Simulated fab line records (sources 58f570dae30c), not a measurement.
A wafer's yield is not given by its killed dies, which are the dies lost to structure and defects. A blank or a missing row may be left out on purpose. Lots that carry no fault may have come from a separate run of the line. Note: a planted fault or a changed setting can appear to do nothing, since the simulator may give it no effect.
Which tool is to blame? || flow berkeley-cmos170 || 7 lots, 21 wafers sampled, at 3 steps of a route of 331

## WHAT THE GAUGES READ, wafer by wafer
UCB170_ACTIVE_OVL_MEAS_14.
{"lot": "L452", "measured": "day 5 17:01", "on": "overlay-02", "ACTIVE_OVL (nm)": "0 -2 2"}
{"lot": "L454", "measured": "day 5 17:07", "on": "overlay-01", "ACTIVE_OVL (nm)": "-9 -5 -1"}
{"lot": "L457", "measured": "day 6 00:53", "on": "overlay-01", "ACTIVE_OVL (nm)": "-5 0 -7"}
{"lot": "L461", "measured": "day 7 07:37", "on": "overlay-02", "ACTIVE_OVL (nm)": "-7 -24 -10"}
{"lot": "L464", "measured": "day 7 08:00", "on": "overlay-02", "ACTIVE_OVL (nm)": "-2 -10 -1"}
{"lot": "L466", "measured": "day 8 13:32", "on": "overlay-02", "ACTIVE_OVL (nm)": "-12 -19 -7"}
{"lot": "L471", "measured": "day 8 23:50", "on": "overlay-01", "ACTIVE_OVL (nm)": "-14 -13 -8"}

## EACH LOT AND THE TOOL THAT RAN IT (in order: tool; ch and the chambers of the sampled wafers; start)
{"lot": "L452", "UCB170_NWELL_IMPLANT_14": "implanter-04 ch 0, day 2 22:25", "UCB170_PWELL_STRIP_16": "plasma-asher-01 ch 0,1, day 3 19:05"}
{"lot": "L454", "UCB170_NWELL_IMPLANT_14": "implanter-04 ch 0, day 3 10:40", "UCB170_PWELL_STRIP_16": "plasma-asher-04 ch 0,1, day 4 04:31"}
{"lot": "L457", "UCB170_NWELL_IMPLANT_14": "implanter-02 ch 0, day 3 15:49", "UCB170_PWELL_STRIP_16": "plasma-asher-01 ch 0,1, day 4 15:56"}
{"lot": "L461", "UCB170_NWELL_IMPLANT_14": "implanter-04 ch 0, day 4 22:55", "UCB170_PWELL_STRIP_16": "plasma-asher-01 ch 0,1, day 5 22:52"}
{"lot": "L464", "UCB170_NWELL_IMPLANT_14": "implanter-04 ch 0, day 5 13:47", "UCB170_PWELL_STRIP_16": "plasma-asher-01 ch 0,1, day 6 02:47"}
{"lot": "L466", "UCB170_NWELL_IMPLANT_14": "implanter-01 ch 0, day 6 01:43", "UCB170_PWELL_STRIP_16": "plasma-asher-01 ch 0,1, day 7 00:15"}
{"lot": "L471", "UCB170_NWELL_IMPLANT_14": "implanter-02 ch 0, day 6 15:01", "UCB170_PWELL_STRIP_16": "plasma-asher-03 ch 1, day 7 08:29"}
- UCB170_NWELL_IMPLANT_14
- UCB170_PWELL_STRIP_16: strips in O2.

## THE ANSWER, worked out from the rows above alone
Rule: the usual values come from the lots themselves. The widest of any qualifying gaps counts: lots, ordered by their means at a reading, are off when they make up no more than a third of the lots, leave a main group of 4 or more, and stand apart from it by 3 or more times the standard deviation of that group's means. The tables above print the reading to a certain number of digits; a main group whose means all agree to those digits is not used. A lot without any number at a reading at which 4 lots or more have one is off too. All remaining lots with rows at the step are treated as sound.
No lot is off at any reading shown: from this, nothing can be told.

## WHAT WAS PUT IN BY THE SIMULATOR
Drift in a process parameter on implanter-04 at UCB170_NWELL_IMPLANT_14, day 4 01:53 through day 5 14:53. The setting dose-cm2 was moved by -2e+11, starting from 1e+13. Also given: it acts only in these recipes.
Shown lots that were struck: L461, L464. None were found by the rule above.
